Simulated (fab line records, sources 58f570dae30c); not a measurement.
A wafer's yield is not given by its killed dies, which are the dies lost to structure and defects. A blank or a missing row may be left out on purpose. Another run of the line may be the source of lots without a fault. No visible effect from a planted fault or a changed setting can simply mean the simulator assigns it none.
Split-lot trial :: flow berkeleyCmos170 :: route with 331 steps; 5 lots, 27 wafers read

SPLIT DETAILS
At UCB170_V2_ETCH_14 (etches SiO2 in CHF3/CF4/Ar, stops on Al, target depth 1250 nm, time 291 s), the setting timeS was moved away from the recipe's 291 s on 9 of the 27 wafers read, by -45.8% to +29.1%. All remaining wafers had this setting at the recipe value.

FROM THE SPLIT ON TO THE READING: in between, the file shows 1 step
- UCB170_V2_STRIP_15: strips in O2

THE READING
cdNm, in nm, at UCB170_V2_CD_MEAS_90 (target cd 700 nm). Fault-free wafers of this fab line usually give 699.7 nm, standard deviation 1.1 nm.

wafer: L075.1
tool, chamber at the split: rieDiel-01, 1
timeS as run, s: 291
against the recipe: recipe
cdNm, nm: 698.8
against lot-mates on the recipe: -

wafer: L075.2
tool, chamber at the split: rieDiel-01, 3
timeS as run, s: 291
against the recipe: recipe
cdNm, nm: 697.9
against lot-mates on the recipe: -

wafer: L075.3
tool, chamber at the split: rieDiel-01, 0
timeS as run, s: 291
against the recipe: recipe
cdNm, nm: 699.4
against lot-mates on the recipe: -

wafer: L075.4
tool, chamber at the split: rieDiel-01, 2
timeS as run, s: 291
against the recipe: recipe
cdNm, nm: 698.7
against lot-mates on the recipe: -

wafer: L075.5
tool, chamber at the split: rieDiel-01, 1
timeS as run, s: 291
against the recipe: recipe
cdNm, nm: 697.6
against lot-mates on the recipe: -

wafer: L075.6
tool, chamber at the split: rieDiel-01, 2
timeS as run, s: 291
against the recipe: recipe
cdNm, nm: 698.5
against lot-mates on the recipe: -

wafer: L076.1
tool, chamber at the split: rieDiel-02, 0
timeS as run, s: 375.8
against the recipe: +29.1%
cdNm, nm: 701.8
against lot-mates on the recipe: +3.0

wafer: L076.2
tool, chamber at the split: rieDiel-02, 1
timeS as run, s: 291
against the recipe: recipe
cdNm, nm: 698.7
against lot-mates on the recipe: -

wafer: L076.3
tool, chamber at the split: rieDiel-02, 2
timeS as run, s: 291
against the recipe: recipe
cdNm, nm: 698.9
against lot-mates on the recipe: -

wafer: L076.4
tool, chamber at the split: rieDiel-02, 3
timeS as run, s: 375.8
against the recipe: +29.1%
cdNm, nm: 702.9
against lot-mates on the recipe: +4.1

wafer: L076.5
tool, chamber at the split: rieDiel-02, 1
timeS as run, s: 291
against the recipe: recipe
cdNm, nm: 698.7
against lot-mates on the recipe: -

wafer: L076.6
tool, chamber at the split: rieDiel-02, 0
timeS as run, s: 375.8
against the recipe: +29.1%
cdNm, nm: 701.9
against lot-mates on the recipe: +3.1

wafer: L078.1
tool, chamber at the split: rieDiel-02, 2
timeS as run, s: 291
against the recipe: recipe
cdNm, nm: 699.4
against lot-mates on the recipe: -

wafer: L078.2
tool, chamber at the split: rieDiel-02, 0
timeS as run, s: 291
against the recipe: recipe
cdNm, nm: 702.0
against lot-mates on the recipe: -

wafer: L078.3
tool, chamber at the split: rieDiel-02, 3
timeS as run, s: 157.7
against the recipe: -45.8%
cdNm, nm: 695.9
against lot-mates on the recipe: -4.6

wafer: L078.4
tool, chamber at the split: rieDiel-02, 1
timeS as run, s: 291
against the recipe: recipe
cdNm, nm: 700.0
against lot-mates on the recipe: -

wafer: L078.5
tool, chamber at the split: rieDiel-02, 3
timeS as run, s: 157.7
against the recipe: -45.8%
cdNm, nm: 695.9
against lot-mates on the recipe: -4.6

wafer: L078.6
tool, chamber at the split: rieDiel-02, 2
timeS as run, s: 157.7
against the recipe: -45.8%
cdNm, nm: 696.7
against lot-mates on the recipe: -3.8

wafer: L081.2
tool, chamber at the split: rieDiel-04, 2
timeS as run, s: 291
against the recipe: recipe
cdNm, nm: 701.6
against lot-mates on the recipe: -

wafer: L081.3
tool, chamber at the split: rieDiel-04, 1
timeS as run, s: 291
against the recipe: recipe
cdNm, nm: 700.6
against lot-mates on the recipe: -

wafer: L081.4
tool, chamber at the split: rieDiel-04, 0
timeS as run, s: 291
against the recipe: recipe
cdNm, nm: 700.1
against lot-mates on the recipe: -

wafer: L083.1
tool, chamber at the split: rieDiel-01, 2
timeS as run, s: 291
against the recipe: recipe
cdNm, nm: 698.7
against lot-mates on the recipe: -

wafer: L083.2
tool, chamber at the split: rieDiel-01, 0
timeS as run, s: 291
against the recipe: recipe
cdNm, nm: 699.2
against lot-mates on the recipe: -

wafer: L083.3
tool, chamber at the split: rieDiel-01, 3
timeS as run, s: 171.2
against the recipe: -41.2%
cdNm, nm: 694.7
against lot-mates on the recipe: -4.3

wafer: L083.4
tool, chamber at the split: rieDiel-01, 1
timeS as run, s: 171.2
against the recipe: -41.2%
cdNm, nm: 694.0
against lot-mates on the recipe: -5.0

wafer: L083.5
tool, chamber at the split: rieDiel-01, 2
timeS as run, s: 291
against the recipe: recipe
cdNm, nm: 699.0
against lot-mates on the recipe: -

wafer: L083.6
tool, chamber at the split: rieDiel-01, 1
timeS as run, s: 171.2
against the recipe: -41.2%
cdNm, nm: 695.6
against lot-mates on the recipe: -3.4

THE FIT
A straight line over all 27 wafers: cdNm changes by +0.0901 nm for each +1% of timeS; r = +0.88; the points scatter about the line by 1.1 nm.
The same after taking each lot's own level away (the mean of its wafers on the recipe; 27 wafers): +0.102 nm for each +1%; r = +0.96; scatter 0.65 nm.
Per that fit: largest timeS move, reading shift of 4.7 nm.
The span of the lots' own levels, 698.48 to 700.77 nm, comes to 2.1 times the standard deviation stated above.
So the lot-to-lot level changes the slope: the two fits differ.
Check: with one of the wafers moved furthest among these (-45.8%) left out of the fit, the line predicts -4.6 nm for it against its lot-mates. It came out at -4.57 nm against them.
Tool readings at the split's step, against how far the setting was moved: oesProductAu r = -0.93.

THE WHOLE CHAIN: every reading that the file lists as answering this split, in the file's order
step: UCB170_V2_ETCH_14
what it does: etches SiO2 in CHF3/CF4/Ar, stops on Al, target depth 1250 nm, time 291 s
reading: oesProductAu
change (the file's fit): -0.00226 a.u. for each +1% of the setting
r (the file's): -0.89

step: UCB170_V2_ETCH_14
what it does: etches SiO2 in CHF3/CF4/Ar, stops on Al, target depth 1250 nm, time 291 s
reading: etch.depthNm (the simulator's own value, which no gauge read)
change (the file's fit): not straight: 675.5 at the lowest setting, 999.8 at the recipe, 999.9 at the highest
r (the file's): not given

step: UCB170_V2_ETCH_14
what it does: etches SiO2 in CHF3/CF4/Ar, stops on Al, target depth 1250 nm, time 291 s
reading: V2.featureDepthNm (the simulator's own value, which no gauge read)
change (the file's fit): not straight: 675.5 at the lowest setting, 999.9 at the recipe, 1009 at the highest
r (the file's): not given

step: UCB170_V2_ETCH_14
what it does: etches SiO2 in CHF3/CF4/Ar, stops on Al, target depth 1250 nm, time 291 s
reading: KrF_of_V2_COAT_07.thkNm (the simulator's own value, which no gauge read)
change (the file's fit): -2.8 nm for each +1% of the setting
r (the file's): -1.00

step: UCB170_V2_STRIP_15
what it does: strips in O2
reading: stripTimeToEndpointS
change (the file's fit): withheld for each +1% of the setting
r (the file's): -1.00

step: UCB170_V2_CD_MEAS_90
what it does: target cd 700 nm
reading: cdNm
change (the file's fit): +0.101 nm for each +1% of the setting
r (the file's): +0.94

THE FILE'S OWN FIT
cdNm changes by +0.101 nm for each +1% of timeS, r = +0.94.
